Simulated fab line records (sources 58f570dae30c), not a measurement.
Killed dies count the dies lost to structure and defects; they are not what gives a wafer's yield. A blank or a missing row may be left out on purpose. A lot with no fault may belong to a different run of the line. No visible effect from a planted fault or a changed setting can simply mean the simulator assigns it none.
The tool behind it: which one? | flow berkeley-cmos170 | 7 lots, 21 wafers sampled, at 1 step of a route of 331

WHAT EACH GAUGE READ, for each wafer
UCB170_PFIELD_OVL_MEAS_06.
lot  | measured    | on         | PFIELD_OVL (nm)
L551 | day 4 08:48 | overlay-02 | 7 16 3
L555 | day 5 13:25 | overlay-02 | 1 -3 1
L562 | day 6 12:07 | overlay-01 | 6 6 6
L564 | day 7 05:25 | overlay-01 | -2 6 -2
L567 | day 7 20:22 | overlay-02 | 6 9 0
L571 | day 8 09:15 | overlay-02 | -1 -1 -2
L574 | day 9 00:29 | overlay-02 | 10 7 7

WHAT TOOL EACH LOT RAN ON (gives the tool, then ch and the chambers of the sampled wafers, and finally the start)
There is no process step in the record ahead of these readings.

THE ANSWER, worked out from the rows above alone
Rule: the usual values come from the lots themselves. The widest of any qualifying gaps counts: lots, ordered by their means at a reading, are off when they make up no more than a third of the lots, leave a main group of 4 or more, and stand apart from it by 3 or more times the standard deviation of that group's means. If all means in a main group match to the digits the tables above print for the reading, that group is not used. A lot without any number at a reading at which 4 lots or more have one is off too. The other lots that the step has rows for count as sound.
No lot is off on any of the readings shown, so nothing can be concluded from this.

WHAT THE SIMULATOR HAD PUT IN
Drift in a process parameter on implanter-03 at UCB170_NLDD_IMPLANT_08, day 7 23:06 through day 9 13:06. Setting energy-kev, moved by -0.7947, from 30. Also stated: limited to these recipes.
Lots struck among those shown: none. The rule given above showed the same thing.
